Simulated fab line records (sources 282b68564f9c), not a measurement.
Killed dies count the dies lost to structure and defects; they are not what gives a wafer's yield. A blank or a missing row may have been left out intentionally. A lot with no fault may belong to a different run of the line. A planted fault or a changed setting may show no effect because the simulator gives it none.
One fault seen from 2 desks ; flow rit_cmos ; only its own numbers are on each desk; what lay behind them is given at the end

FROM THE METROLOGY DESK
What the gauges read for every lot (on any tool): the sampled wafers with a number, averaged. Marked OUT: a lot whose mean sits more than 4 standard deviations from the usual mean, which makes it out of limits; the brackets give that distance.
Columns: A = PSD_OVL at RIT_PSD_OVL_MEAS_06, usual -0.7 nm; B = PSD_TW at RIT_PSD_TW_MEAS_10, usual 3445; C = PSD_RS at RIT_SDANNEAL_RS_MEAS_04, usual 115.8 ohm/sq; D = NSD_RS at RIT_SDANNEAL_RS_MEAS_05, usual 84.3 ohm/sq; E = PLDD_RS at RIT_SDANNEAL_RS_MEAS_06, usual 179.5 ohm/sq; F = NLDD_RS at RIT_SDANNEAL_RS_MEAS_07, usual 151.5 ohm/sq
lot;first seen here;A;B;C;D;E;F
L461;day 4 16:43;-1.5;3438;115.7;84.4;179.6;151.4
L462;day 4 21:49;-1.7;3460;116.1;84.3;179.6;151.7
L465;day 5 14:24;-0.2;3437;115.7;84.5;179.3;151.6
L466;day 5 22:11;-0.8;3408;116.0;84.6;179.7;151.8
L468;day 6 04:34;-2.0;3454;115.8;84.0;178.9;151.4
L474;day 7 11:38;-3.1;3455;115.9;84.3;181.1;151.5
Result from this desk: across the 6 lots, nothing is out of limits.

FOR THE TOOL OWNER'S DESK: wet_bench-03
The tool's own readings at RIT_SDANNEAL_CLEAN_01 (cleans in dHF, time 30 s): means of the sampled wafers that have a number, for each lot that ran on this tool. Marked OUT: a lot whose mean sits more than 4 standard deviations from the usual mean, which makes it out of limits; the brackets give that distance.
Columns: A = run_length_s at RIT_SDANNEAL_CLEAN_01, usual 59.0 s
lot;first seen here;A
L461;day 4 17:28;61.9
L465;day 5 15:22;177.1 (+44) OUT
L468;day 6 05:43;180.8 (+45) OUT
This desk's finding: out of limits on L465, L468; first on L465, day 5 15:22 (run_length_s at RIT_SDANNEAL_CLEAN_01). L461: within limits.

PUT TOGETHER
On L465, L468, at day 5 15:22, an alarm was possible from the tool owner's desk.
Metrology desk: nothing out of limits seen.
The metrology desk holds a record of L465, L468, inside its limits.
All the named lots went through RIT_SDANNEAL_CLEAN_01 on wet_bench-03.

WHAT HAD BEEN PUT IN BY THE SIMULATOR
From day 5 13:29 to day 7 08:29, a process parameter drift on wet_bench-03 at RIT_SDANNEAL_CLEAN_01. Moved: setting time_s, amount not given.
Struck lots among those shown: L465, L468.
Each desk's first reading out of limits, in hours after the fault started: the tool owner's desk, 2.
